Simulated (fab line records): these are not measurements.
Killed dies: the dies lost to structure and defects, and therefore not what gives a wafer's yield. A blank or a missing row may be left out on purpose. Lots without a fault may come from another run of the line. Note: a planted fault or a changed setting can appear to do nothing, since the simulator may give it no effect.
Shared-tool check ; flow rit cmos ; 13 lots, 39 wafers sampled

WHY THIS WAS OPENED
Flagged at RIT_ACTIVE_CD_MEAS_11: reading cd nm, on 1 of 13 lots. No-fault wafers: 1400.1 nm, standard deviation 2.1.
Rule: a lot is flagged when every wafer of it that has a number lies more than 4 standard deviations from that mean, or none has a number. As for the other lots, they are considered sound.

lot;measured;on;cd nm (nm), wafer by wafer;flag
L715;day 1 14:56;cd sem-01;1400.7 1400.9 1401.1;
L716;day 1 20:54;cd sem-02;1403.7 1405.7 1403.9;
L717;day 2 01:33;cd sem-02;1400.9 1399.2 1399.5;
L719;day 2 10:59;cd sem-02;1399.0 1399.9 1399.3;
L720;day 2 16:19;cd sem-01;1397.6 1399.5 1398.4;
L721;day 2 21:28;cd sem-01;1402.0 1402.5 1402.3;
L723;day 3 08:18;cd sem-01;1397.1 1398.0 1399.3;
L724;day 3 15:17;cd sem-02;1400.7 1400.2 1399.2;
L725;day 3 19:26;cd sem-02;1397.3 1398.1 1400.4;
L726;day 4 00:41;cd sem-02;1397.1 1399.6 1396.9;
L729;day 4 12:29;cd sem-02;1399.8 1398.5 1401.2;
L731;day 5 00:35;cd sem-02;1398.0 1398.7 1397.0;
L738;day 6 10:30;cd sem-01;1375.2 1354.0 1327.7;FLAGGED
The mean of the flagged lots' numbers is 1352.3 nm, -47.8 nm from the usual (-23 standard deviations).

EACH LOT AND THE TOOL IT RAN ON
The record keeps 1 process step preceding the reading, out of 202 steps on the route. Every cell lists first the tool, next ch and the chambers used by the sampled wafers, and last the start.
lot;flag;RIT_ACTIVE_EXPOSE_08
L715;;iline stepper-02 ch 0, day 1 14:32
L716;;iline stepper-02 ch 0, day 1 20:26
L717;;iline stepper-01 ch 0, day 2 01:09
L719;;iline stepper-02 ch 0, day 2 10:35
L720;;iline stepper-01 ch 0, day 2 15:55
L721;;iline stepper-02 ch 0, day 2 21:04
L723;;iline stepper-02 ch 0, day 3 07:54
L724;;iline stepper-02 ch 0, day 3 14:53
L725;;iline stepper-01 ch 0, day 3 19:02
L726;;iline stepper-02 ch 0, day 4 00:17
L729;;iline stepper-02 ch 0, day 4 12:05
L731;;iline stepper-01 ch 0, day 5 00:11
L738;FLAGGED;iline stepper-01 ch 0, day 6 10:06
What these steps do:
- RIT_ACTIVE_EXPOSE_08: exposes mask M1, target cd 1400 nm.
- RIT_ACTIVE_CD_MEAS_11: target cd 1400 nm.

FLAGGED AGAINST TOTAL, ONE TOOL AT A TIME (gauges that did the reading follow at the end)
step;tool;lots run;flagged;share of the flagged lots;sound lots run after its first flagged lot
RIT_ACTIVE_EXPOSE_08;iline stepper-01;5;1;all;0
RIT_ACTIVE_EXPOSE_08;iline stepper-02;8;0;none;-
RIT_ACTIVE_CD_MEAS_11;cd sem-01;5;1;all;0
RIT_ACTIVE_CD_MEAS_11;cd sem-02;8;0;none;-

WHAT THE TABLE ALLOWS
Every flagged lot went through 2 rows of the table: iline stepper-01 at RIT_ACTIVE_EXPOSE_08 and cd sem-01 at RIT_ACTIVE_CD_MEAS_11.
- iline stepper-01 at RIT_ACTIVE_EXPOSE_08 ran 5 lots, 1 of them flagged. It ran its last sound lot, L731, at day 5 00:11 and its first flagged lot, L738, at day 6 10:06: a fault with its onset between the two fits. Its own readings (exposure dose mJ cm2) fall more than 4 standard deviations out on all wafers of the flagged lots.
- cd sem-01 at RIT_ACTIVE_CD_MEAS_11 ran 5 lots, 1 of them flagged. It ran its last sound lot, L723, at day 3 08:18 and its first flagged lot, L738, at day 6 10:30: a fault with its onset between the two fits.
Because each of these 2 tools fits a fault that began at some hour, counting lots does not separate them. More lots, or a look at what each step does to the wafer, might.

WHAT THE SIMULATOR HAD INSERTED
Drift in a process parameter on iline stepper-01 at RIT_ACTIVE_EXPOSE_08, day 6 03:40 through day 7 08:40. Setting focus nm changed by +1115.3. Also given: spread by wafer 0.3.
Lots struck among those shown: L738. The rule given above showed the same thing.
